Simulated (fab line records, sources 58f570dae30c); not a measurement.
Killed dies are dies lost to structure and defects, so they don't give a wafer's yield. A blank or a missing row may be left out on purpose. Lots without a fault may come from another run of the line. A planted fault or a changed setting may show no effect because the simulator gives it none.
Which tool did it? | flow berkeley_cmos170 | 14 lots, 42 wafers sampled, at 4 steps of a route of 331

WHAT THE GAUGES READ, wafer by wafer
UCB170_SDANNEAL_RS_MEAS_02: measures by four-point-probe. Usual: PSD_RS 75.5 ohm/sq, standard deviation 0.33.
lot  | measured     | on            | PSD_RS (ohm/sq)               | flag
L838 | day 8 22:44  | film_metro-04 | 75.2 75.6 75.6                |
L839 | day 8 22:52  | film_metro-03 | 75.2 75.2 75.5                |
L840 | day 9 15:36  | film_metro-04 | 75.9 75.6 75.8                |
L845 | day 10 09:02 | film_metro-04 | 75.5 75.3 75.7                |
L841 | day 10 09:16 | film_metro-01 | 74.9 75.2 75.3                |
L844 | day 10 09:25 | film_metro-03 | 75.3 75.0 75.4                |
L843 | day 10 09:44 | film_metro-04 | 75.8 76.0 76.2                |
L851 | day 11 09:24 | film_metro-04 | 75.7 75.6 75.8                |
L849 | day 11 10:08 | film_metro-03 | 83.6 83.6 83.3 83.6 83.6 83.6 | OFF
L848 | day 11 10:27 | film_metro-01 | 83.9 83.7 83.7 83.9 83.7 83.8 | OFF
L853 | day 11 19:36 | film_metro-03 | 75.6 75.5 75.4                |
L858 | day 12 16:15 | film_metro-04 | 75.6 75.9 75.8                |
L857 | day 12 16:43 | film_metro-04 | 75.3 75.6 75.5                |
L859 | day 13 11:50 | film_metro-03 | 75.5 75.7 75.2                |

UCB170_SDANNEAL_RS_MEAS_03: measures by four-point-probe. Usual: NSD_RS 37.29 ohm/sq, standard deviation 0.085.
lot  | measured     | on            | NSD_RS (ohm/sq)                     | flag
L838 | day 8 22:52  | film_metro-04 | 37.18 37.32 37.29                   |
L839 | day 8 22:59  | film_metro-03 | 37.32 37.21 37.27                   |
L840 | day 9 15:43  | film_metro-04 | 37.28 37.33 37.43                   |
L845 | day 10 09:09 | film_metro-04 | 37.39 37.29 37.32                   |
L841 | day 10 09:23 | film_metro-01 | 37.13 37.19 37.24                   |
L844 | day 10 09:32 | film_metro-03 | 37.23 37.19 37.07                   |
L843 | day 10 09:51 | film_metro-04 | 37.31 37.27 37.28                   |
L851 | day 11 09:31 | film_metro-04 | 37.17 37.20 37.25                   |
L849 | day 11 13:47 | film_metro-03 | 38.43 38.50 38.38 38.47 38.54 38.44 | OFF
L848 | day 11 21:28 | film_metro-01 | 38.33 38.39 38.36 38.27 38.32 38.30 | OFF
L853 | day 11 19:43 | film_metro-03 | 37.30 37.19 37.25                   |
L858 | day 12 16:22 | film_metro-04 | 37.27 37.30 37.22                   |
L857 | day 12 16:50 | film_metro-04 | 37.42 37.40 37.37                   |
L859 | day 13 11:57 | film_metro-03 | 37.21 37.23 37.21                   |

UCB170_SDANNEAL_RS_MEAS_04: measures by four-point-probe. Usual: PLDD_RS 1031.9 ohm/sq, standard deviation 2.9.
lot  | measured     | on            | PLDD_RS (ohm/sq)                          | flag
L838 | day 8 22:59  | film_metro-04 | 1030.9 1032.3 1033.3                      |
L839 | day 8 23:06  | film_metro-03 | 1025.9 1029.0 1031.0                      |
L840 | day 9 15:50  | film_metro-04 | 1036.3 1036.6 1037.5                      |
L845 | day 10 09:16 | film_metro-04 | 1033.2 1034.2 1032.2                      |
L841 | day 10 09:30 | film_metro-01 | 1032.8 1030.5 1033.7                      |
L844 | day 10 09:40 | film_metro-03 | 1036.2 1033.7 1038.6                      |
L843 | day 10 09:58 | film_metro-04 | 1032.0 1035.1 1032.5                      |
L851 | day 11 09:38 | film_metro-04 | 1028.1 1030.0 1029.3                      |
L849 | day 11 15:21 | film_metro-03 | 1043.1 1044.0 1046.0 1043.5 1044.9 1046.5 | OFF
L848 | day 11 23:28 | film_metro-01 | 1038.6 1040.1 1041.8 1040.6 1039.8 1040.1 |
L853 | day 11 19:50 | film_metro-03 | 1034.2 1033.7 1031.1                      |
L858 | day 12 16:29 | film_metro-04 | 1030.2 1026.3 1028.7                      |
L857 | day 12 16:57 | film_metro-04 | 1029.6 1037.3 1033.4                      |
L859 | day 13 12:04 | film_metro-03 | 1030.9 1030.5 1030.8                      |

WHICH TOOL RAN EACH LOT (tool, then ch and the chambers of the sampled wafers, then the start)
lot  | UCB170_SDANNEAL_RTA_01
L838 | rtp_anneal-01 ch 0, day 8 22:40
L839 | rtp_anneal-01 ch 0, day 8 22:48
L840 | rtp_anneal-02 ch 0, day 9 15:32
L845 | rtp_anneal-02 ch 0, day 10 08:58
L841 | rtp_anneal-01 ch 0, day 10 09:08
L844 | rtp_anneal-02 ch 0, day 10 09:20
L843 | rtp_anneal-02 ch 0, day 10 09:34
L851 | rtp_anneal-02 ch 0, day 11 09:20
L849 | rtp_anneal-02 ch 0, day 11 10:04
L848 | rtp_anneal-02 ch 0, day 11 10:23
L853 | rtp_anneal-01 ch 0, day 11 19:32
L858 | rtp_anneal-01 ch 0, day 12 16:11
L857 | rtp_anneal-01 ch 0, day 12 16:31
L859 | rtp_anneal-01 ch 0, day 13 11:46
- UCB170_SDANNEAL_RTA_01: time 5 s.

WHAT THE TOOLS THEMSELVES READ (means of the sampled wafers that have a number; where no wafer has one, the mark that the record gives instead)
UCB170_SDANNEAL_RTA_01. Usual: lamp_power_pct 36.7 %, standard deviation 2.5; wafer_temp_C_max 1053.8, standard deviation 0.85.
lot  | tool          | lamp_power_pct (%) | wafer_temp_C_max | flag
L838 | rtp_anneal-01 | 39.6               | 1053.4           |
L839 | rtp_anneal-01 | 39.6               | 1053.1           |
L840 | rtp_anneal-02 | 34.6               | 1054.5           |
L845 | rtp_anneal-02 | 34.6               | 1054.1           |
L841 | rtp_anneal-01 | 39.6               | 1053.9           |
L844 | rtp_anneal-02 | 34.6               | 1053.7           |
L843 | rtp_anneal-02 | 34.5               | 1054.3           |
L851 | rtp_anneal-02 | 34.5               | 1054.3           |
L849 | rtp_anneal-02 | 34.6               | 1055.1           |
L848 | rtp_anneal-02 | 34.5               | 1053.7           |
L853 | rtp_anneal-01 | 39.5               | 1053.4           |
L858 | rtp_anneal-01 | 39.6               | 1053.7           |
L857 | rtp_anneal-01 | 39.6               | 1054.1           |
L859 | rtp_anneal-01 | 39.6               | 1053.1           |

THE ANSWER, worked out from the rows above alone
Rule: a lot is off if the mean of its wafers that have a number lies more than 3 standard deviations from the usual mean. A lot without any number at a reading at which 4 lots or more have one is off too. The other lots that the step has rows for count as sound. The gauges are gone through in route order, then the tools' own readings, and for those a lot's mean is taken as printed above. The first step at which some lot is off is used, and at that step the reading that is off furthest; a lot without a number counts as furthest.
Off: L849, L848, at UCB170_SDANNEAL_RS_MEAS_02 (PSD_RS).
A tool fits if, at a process step before that reading, it ran every lot that is off, and no sound lot after the first of them. The gauges at UCB170_SDANNEAL_RS_MEAS_02 are tried like those tools. One fits: rtp_anneal-02 at UCB170_SDANNEAL_RTA_01. Its last sound lot is L851 (day 11 09:20), its first lot that is off L849 (day 11 10:04): a fault that began between those two fits.

WHAT THE SIMULATOR HAD PUT IN
Process parameter drift: rtp_anneal-02, from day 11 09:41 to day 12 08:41, at UCB170_SDANNEAL_RTA_01. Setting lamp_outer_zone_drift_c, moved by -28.
Lots struck among those shown: L849, L848. The rule above found the same.
